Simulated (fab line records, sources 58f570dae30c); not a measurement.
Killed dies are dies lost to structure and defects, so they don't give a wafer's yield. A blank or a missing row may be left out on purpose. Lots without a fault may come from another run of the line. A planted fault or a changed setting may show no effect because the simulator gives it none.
Which tool did it? | flow berkeley_cmos170 | 14 lots, 42 wafers sampled, at 6 steps of a route of 331

WHAT THE GAUGES READ, wafer by wafer
UCB170_FIELD_THK_MEAS_90. Usual: FIELD_OXIDE_LEFT_1_THK 442 nm, standard deviation 13.
lot  | measured     | on            | FIELD_OXIDE_LEFT_1_THK (nm) | flag
L562 | day 5 00:19  | film_metro-04 | 430 443 445                 |
L563 | day 5 11:04  | film_metro-04 | 456 448 462                 |
L564 | day 5 11:05  | film_metro-03 | 456 456 456                 |
L570 | day 6 10:09  | film_metro-04 | 453 466 460                 |
L569 | day 6 10:10  | film_metro-03 | 449 450 453                 |
L568 | day 6 10:14  | film_metro-04 | 449 449 452                 |
L571 | day 6 18:22  | film_metro-01 | 443 443 441                 |
L572 | day 6 18:23  | film_metro-04 | 451 455 463                 |
L574 | day 7 07:41  | film_metro-01 | 443 440 443                 |
L575 | day 7 11:31  | film_metro-01 | 436 437 442                 |
L580 | day 8 14:07  | film_metro-01 | 425 430 430                 |
L581 | day 9 15:05  | film_metro-03 | 452 456 448                 |
L582 | day 9 15:08  | film_metro-01 | 418 418 410                 |
L585 | day 10 03:32 | film_metro-04 | 420 422 428                 |

UCB170_NVT_OVL_MEAS_06. Usual: NVT_OVL -5 nm, standard deviation 6.
lot  | measured     | on         | NVT_OVL (nm) | flag
L562 | day 5 15:55  | overlay-01 | -14 -3 -10   |
L563 | day 6 04:52  | overlay-01 | -8 -6 -9     |
L564 | day 6 04:38  | overlay-01 | -1 -8 -3     |
L570 | day 7 00:17  | overlay-01 | -9 -7 -8     |
L569 | day 7 00:03  | overlay-01 | -5 -4 -4     |
L568 | day 7 00:10  | overlay-01 | -8 -12 -11   |
L571 | day 7 09:04  | overlay-02 | 0 3 7        |
L572 | day 7 09:21  | overlay-01 | -5 -10 -10   |
L574 | day 7 23:52  | overlay-02 | -7 -9 -7     |
L575 | day 8 05:50  | overlay-02 | 2 -2 -4      |
L580 | day 9 16:19  | overlay-01 | -9 -3 -19    |
L581 | day 10 07:52 | overlay-01 | -4 -7 -9     |
L582 | day 10 08:10 | overlay-01 | -1 -2 0      |
L585 | day 10 22:33 | overlay-01 | 0 -1 -3      |

UCB170_NLDD_TW_MEAS_11. Usual: NLDD_TW 2232, standard deviation 11.
lot  | measured     | on            | NLDD_TW        | flag
L562 | day 6 14:25  | film_metro-04 | 2248 2231 2231 |
L563 | day 6 20:16  | film_metro-03 | 2239 2242 2224 |
L564 | day 6 20:32  | film_metro-02 | 2237 2216 2235 |
L570 | day 7 16:46  | film_metro-04 | 2236 2234 2227 |
L569 | day 7 16:40  | film_metro-02 | 2219 2221 2226 |
L568 | day 7 17:03  | film_metro-04 | 30 30 30       | OFF
L571 | day 8 04:56  | film_metro-02 | 30 30 30       | OFF
L572 | day 8 05:26  | film_metro-03 | 2250 2243 2243 |
L574 | day 9 04:59  | film_metro-03 | 2234 2226 2235 |
L575 | day 9 04:31  | film_metro-03 | 2246 2236 2236 |
L580 | day 10 13:29 | film_metro-04 | 2238 2224 2219 |
L581 | day 11 04:34 | film_metro-02 | 2226 2218 2217 |
L582 | day 11 03:47 | film_metro-03 | 2247 2248 2239 |
L585 | day 11 12:11 | film_metro-02 | 2215 2224 2222 |

WHICH TOOL RAN EACH LOT (tool, then ch and the chambers of the sampled wafers, then the start)
lot  | UCB170_GATE_ETCH_14                | UCB170_PLDD_STRIP_10                 | UCB170_NLDD_STRIP_10
L562 | rie_diel-02 ch 1,2, day 6 09:25    | plasma_asher-03 ch 0,1, day 6 12:08  | plasma_asher-04 ch 0,1, day 6 14:19
L563 | rie_diel-03 ch 1,3, day 6 16:23    | plasma_asher-01 ch 0,1, day 6 18:31  | plasma_asher-04 ch 0, day 6 20:09
L564 | rie_diel-02 ch 0,1,2, day 6 16:37  | plasma_asher-02 ch 0,1, day 6 18:48  | plasma_asher-03 ch 0,1, day 6 20:28
L570 | rie_diel-04 ch 0,2, day 7 12:46    | plasma_asher-02 ch 0,1, day 7 14:38  | plasma_asher-04 ch 0,1, day 7 16:40
L569 | rie_diel-03 ch 0,1,2, day 7 12:44  | plasma_asher-03 ch 0,1, day 7 14:31  | plasma_asher-01 ch 0,1, day 7 16:34
L568 | rie_diel-04 ch 0,3, day 7 12:51    | plasma_asher-01 ch 0,1, day 7 14:55  | plasma_asher-01 ch 0,1, day 7 16:58
L571 | rie_diel-03 ch 0,1,3, day 8 01:05  | plasma_asher-01 ch 0,1, day 8 03:01  | plasma_asher-04 ch 0,1, day 8 04:50
L572 | rie_diel-04 ch 0,2,3, day 8 01:17  | plasma_asher-03 ch 0,1, day 8 03:40  | plasma_asher-03 ch 0,1, day 8 05:19
L574 | rie_diel-02 ch 1,2,3, day 9 00:04  | plasma_asher-02 ch 0,1, day 9 03:07  | plasma_asher-01 ch 0,1, day 9 04:53
L575 | rie_diel-03 ch 1,2,3, day 8 23:49  | plasma_asher-02 ch 0,1, day 9 02:32  | plasma_asher-01 ch 0,1, day 9 04:25
L580 | rie_diel-03 ch 0,2, day 10 08:25   | plasma_asher-01 ch 0,1, day 10 10:52 | plasma_asher-03 ch 0,1, day 10 13:22
L581 | rie_diel-02 ch 0,1,2, day 10 23:16 | plasma_asher-01 ch 0,1, day 11 02:07 | plasma_asher-01 ch 0,1, day 11 04:28
L582 | rie_diel-03 ch 0,1,2, day 10 23:15 | plasma_asher-03 ch 0,1, day 11 01:35 | plasma_asher-01 ch 0,1, day 11 03:42
L585 | rie_diel-04 ch 1,3, day 11 08:08   | plasma_asher-02 ch 0, day 11 10:09   | plasma_asher-01 ch 0,1, day 11 12:04
- UCB170_GATE_ETCH_14: etches BARC in N2/H2.
- UCB170_PLDD_STRIP_10: strips in O2.
- UCB170_NLDD_STRIP_10: strips in O2.

WHAT THE TOOLS THEMSELVES READ (means of the sampled wafers that have a number; where no wafer has one, the mark that the record gives instead)
UCB170_GATE_ETCH_14. Usual: drypump_motor_current_A 5.5 A, standard deviation 0.48; oes_product_au 0.997 a.u., standard deviation 0.026; rf_fwd_power_W 494.9 W, standard deviation 2.4; throttle_valve_pct 13.33 %, standard deviation 0.16.
lot  | tool        | drypump_motor_current_A (A) | oes_product_au (a.u.) | rf_fwd_power_W (W) | throttle_valve_pct (%) | flag
L562 | rie_diel-02 | 5.3                         | 1.000                 | 495.6              | 13.33                  |
L563 | rie_diel-03 | 5.0                         | 1.005                 | 496.0              | 13.14                  |
L564 | rie_diel-02 | 5.2                         | 0.986                 | 495.6              | 13.40                  |
L570 | rie_diel-04 | 6.0                         | 1.000                 | 497.2              | 13.23                  |
L569 | rie_diel-03 | 5.1                         | 0.991                 | 495.3              | 13.22                  |
L568 | rie_diel-04 | 5.9                         | 1.021                 | 490.8              | 13.41                  |
L571 | rie_diel-03 | 5.3                         | 0.999                 | 495.6              | 13.23                  |
L572 | rie_diel-04 | 6.0                         | 1.015                 | 493.7              | 13.32                  |
L574 | rie_diel-02 | 5.6                         | 0.989                 | 494.7              | 13.34                  |
L575 | rie_diel-03 | 5.3                         | 1.026                 | 495.7              | 13.31                  |
L580 | rie_diel-03 | 5.3                         | 1.002                 | 497.5              | 13.41                  |
L581 | rie_diel-02 | 5.2                         | 0.985                 | 494.5              | 13.40                  |
L582 | rie_diel-03 | 5.1                         | 0.996                 | 495.8              | 13.22                  |
L585 | rie_diel-04 | 5.4                         | 0.980                 | 492.2              | 13.33                  |

UCB170_PLDD_STRIP_10. Usual: chamber_pressure_mTorr 3500 mTorr, standard deviation 3.4; drypump_motor_current_A 5.5 A, standard deviation 0.5; oes_product_au 0.734 a.u., standard deviation 0.0045; strip_time_to_endpoint_s 21.66 s, standard deviation 0.064.
lot  | tool            | chamber_pressure_mTorr (mTorr) | drypump_motor_current_A (A) | oes_product_au (a.u.) | strip_time_to_endpoint_s (s) | flag
L562 | plasma_asher-03 | 3494                           | 5.4                         | 0.737                 | 21.64                        |
L563 | plasma_asher-01 | 3501                           | 6.1                         | 0.733                 | 21.60                        |
L564 | plasma_asher-02 | 3502                           | 5.2                         | 0.732                 | 21.66                        |
L570 | plasma_asher-02 | 3502                           | 5.1                         | 0.736                 | 21.63                        |
L569 | plasma_asher-03 | 3499                           | 5.8                         | 0.735                 | 21.67                        |
L568 | plasma_asher-01 | -                              | -                           | -                     | -                            | OFF
L571 | plasma_asher-01 | -                              | -                           | -                     | -                            | OFF
L572 | plasma_asher-03 | 3497                           | 5.8                         | 0.735                 | 21.69                        |
L574 | plasma_asher-02 | 3502                           | 5.2                         | 0.734                 | 21.69                        |
L575 | plasma_asher-02 | 3502                           | 5.1                         | 0.736                 | 21.74                        |
L580 | plasma_asher-01 | 3501                           | 6.1                         | 0.733                 | 21.63                        |
L581 | plasma_asher-01 | 3499                           | 6.1                         | 0.737                 | 21.65                        |
L582 | plasma_asher-03 | 3503                           | 5.8                         | 0.732                 | 21.59                        |
L585 | plasma_asher-02 | 3502                           | 5.1                         | 0.738                 | 21.59                        |

UCB170_NLDD_STRIP_10. Usual: chamber_pressure_mTorr 3500 mTorr, standard deviation 3.1; drypump_motor_current_A 5.7 A, standard deviation 0.4; oes_product_au 0.734 a.u., standard deviation 0.0047; strip_time_to_endpoint_s 21.67 s, standard deviation 0.078.
lot  | tool            | chamber_pressure_mTorr (mTorr) | drypump_motor_current_A (A) | oes_product_au (a.u.) | strip_time_to_endpoint_s (s) | flag
L562 | plasma_asher-04 | 3504                           | 5.4                         | 0.737                 | 21.71                        |
L563 | plasma_asher-04 | 3502                           | 5.6                         | 0.732                 | 21.67                        |
L564 | plasma_asher-03 | 3499                           | 5.4                         | 0.732                 | 21.67                        |
L570 | plasma_asher-04 | 3500                           | 5.4                         | 0.733                 | 21.75                        |
L569 | plasma_asher-01 | 3499                           | 6.1                         | 0.738                 | 21.59                        |
L568 | plasma_asher-01 | 3499                           | 6.1                         | 0.733                 | 47.78                        | OFF
L571 | plasma_asher-04 | 3499                           | 5.4                         | 0.734                 | 47.92                        | OFF
L572 | plasma_asher-03 | 3500                           | 5.8                         | 0.737                 | 21.77                        |
L574 | plasma_asher-01 | 3499                           | 6.1                         | 0.737                 | 21.78                        |
L575 | plasma_asher-01 | 3501                           | 6.1                         | 0.733                 | 21.71                        |
L580 | plasma_asher-03 | 3504                           | 5.4                         | 0.738                 | 21.60                        |
L581 | plasma_asher-01 | 3501                           | 6.1                         | 0.735                 | 21.56                        |
L582 | plasma_asher-01 | 3500                           | 6.1                         | 0.733                 | 21.62                        |
L585 | plasma_asher-01 | 3500                           | 6.1                         | 0.733                 | 21.72                        |

THE ANSWER, worked out from the rows above alone
Rule: a lot is off if the mean of its wafers that have a number lies more than 3 standard deviations from the usual mean. A lot without any number at a reading at which 4 lots or more have one is off too. The other lots that the step has rows for count as sound. The gauges are gone through in route order, then the tools' own readings, and for those a lot's mean is taken as printed above. The first step at which some lot is off is used, and at that step the reading that is off furthest; a lot without a number counts as furthest.
Off: L568, L571, at UCB170_NLDD_TW_MEAS_11 (NLDD_TW).
A tool fits if, at a process step before that reading, it ran every lot that is off, and no sound lot after the first of them. The gauges at UCB170_NLDD_TW_MEAS_11 aren't tried: what is off there is off at UCB170_PLDD_STRIP_10 too, on other tools, and a gauge's error can't cause that. None of those tried fits.

WHAT THE SIMULATOR HAD PUT IN
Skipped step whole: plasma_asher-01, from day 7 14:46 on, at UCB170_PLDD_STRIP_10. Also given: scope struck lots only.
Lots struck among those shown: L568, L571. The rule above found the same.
